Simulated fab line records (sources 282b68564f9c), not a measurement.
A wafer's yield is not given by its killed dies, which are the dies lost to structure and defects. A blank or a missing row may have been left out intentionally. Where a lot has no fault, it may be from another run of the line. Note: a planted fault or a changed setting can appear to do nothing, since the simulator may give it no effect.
Split-lot study -- flow rit-cmos -- route with 202 steps; 5 lots, 23 wafers read

== THE SPLIT ITSELF ==
At RIT_ACTIVE_COAT_06 (resist thk 1000 nm), the setting resist-thk-nm was moved away from the recipe's 1000 nm on 6 of the 23 wafers read, by -5.3% to +5.6%. For the rest of the wafers, this setting stayed at what the recipe calls for.

== FROM THE SPLIT TO THE READING: what the file shows between them, 4 steps ==
- RIT_ACTIVE_SOFTBAKE_07: time 60 s
- RIT_ACTIVE_EXPOSE_08: exposes mask M1, target cd 1400 nm
- RIT_ACTIVE_PEB_09
- RIT_ACTIVE_DEVELOP_10: develop time 50 s

== THE READING ==
cd-nm (nm) at RIT_ACTIVE_CD_MEAS_11, where the cd target is 1400 nm. On this fab line, fault-free wafers typically give 1400.1 nm with a standard deviation of 1.9 nm.

wafer,"tool, chamber at the split","resist-thk-nm as run, nm",against the recipe,"cd-nm, nm",against lot-mates on the recipe
L076.1,"litho-track-03, 0",1000,recipe,1401.7,-
L076.2,"litho-track-03, 0",1000,recipe,1404.4,-
L076.3,"litho-track-03, 0",1000,recipe,1400.4,-
L076.4,"litho-track-03, 0",1000,recipe,1402.1,-
L076.5,"litho-track-03, 0",1000,recipe,1401.8,-
L077.1,"litho-track-01, 0",1056,+5.6%,1403.3,+3.2
L077.3,"litho-track-01, 0",1000,recipe,1401.0,-
L077.4,"litho-track-01, 0",1056,+5.6%,1405.8,+5.7
L077.5,"litho-track-01, 0",1000,recipe,1399.2,-
L077.6,"litho-track-01, 0",1056,+5.6%,1403.6,+3.5
L078.1,"litho-track-03, 0",1000,recipe,1399.0,-
L078.2,"litho-track-03, 0",946.6,-5.3%,1393.4,-5.2
L078.3,"litho-track-03, 0",946.6,-5.3%,1391.9,-6.7
L078.4,"litho-track-03, 0",1000,recipe,1398.2,-
L078.5,"litho-track-03, 0",946.6,-5.3%,1393.2,-5.4
L079.1,"litho-track-04, 0",1000,recipe,1399.7,-
L079.5,"litho-track-04, 0",1000,recipe,1401.7,-
L079.6,"litho-track-04, 0",1000,recipe,1399.6,-
L082.1,"litho-track-04, 0",1000,recipe,1399.1,-
L082.2,"litho-track-04, 0",1000,recipe,1400.4,-
L082.3,"litho-track-04, 0",1000,recipe,1400.1,-
L082.4,"litho-track-04, 0",1000,recipe,1399.9,-
L082.6,"litho-track-04, 0",1000,recipe,1399.8,-

FIT RESULTS
A straight line over all 23 wafers: cd-nm changes by +1.04 nm for each +1% of resist-thk-nm; r = +0.87; the points scatter about the line by 1.7 nm.
The same after taking each lot's own level away (the mean of its wafers on the recipe; 23 wafers): +0.902 nm for each +1%; r = +0.93; scatter 1 nm.
On that fit, the largest move of resist-thk-nm shifts the reading by 5.1 nm.
The lots' own levels span 1398.60 to 1402.08 nm, that is 1.8 times the standard deviation above.
So the slope is not independent of the lot-to-lot level: the two fits are not the same.
Check: with one of the wafers moved furthest among these (+5.6%) left out of the fit, the line predicts +5.25 nm for it against its lot-mates. Against them it came out at +3.2 nm.

== OTHER SPLITS APPLIED TO THESE WAFERS ==
Before the reading, these wafers also passed through other splits. Each is held against what the fit with the lots' levels taken away leaves over:
other split on the same wafers,wafers away from the commonest value,r with cd-nm (lot level and that fit taken away)
RIT_ACTIVE_OXIDATION_01 temp-c,15,+0.20

== THE WHOLE CHAIN: every reading that the file lists as answering this split, in the file's order ==
step,what it does,reading,change (the file's fit),r (the file's)
RIT_ACTIVE_COAT_06,resist thk 1000 nm,"NOVOLAK_of_ACTIVE_COAT_06.thk-nm (the simulator's own value, which no gauge read)",+10.2 nm for each +1% of the setting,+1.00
RIT_ACTIVE_CD_MEAS_11,target cd 1400 nm,cd-nm,+0.901 nm for each +1% of the setting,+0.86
RIT_ACTIVE_HARDBAKE_12,time 60 s,"NOVOLAK_of_ACTIVE_COAT_06.thk-nm (the simulator's own value, which no gauge read)",+8.94 nm for each +1% of the setting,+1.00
RIT_ACTIVE_ETCH_13,"etches Si3N4 in SF6, stops on SiO2, time 210 s, target depth 210 nm","NOVOLAK_of_ACTIVE_COAT_06.thk-nm (the simulator's own value, which no gauge read)",+8.49 nm for each +1% of the setting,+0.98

== FILE'S OWN FIT ==
cd-nm changes by +0.901 nm for each +1% of resist-thk-nm, r = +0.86.
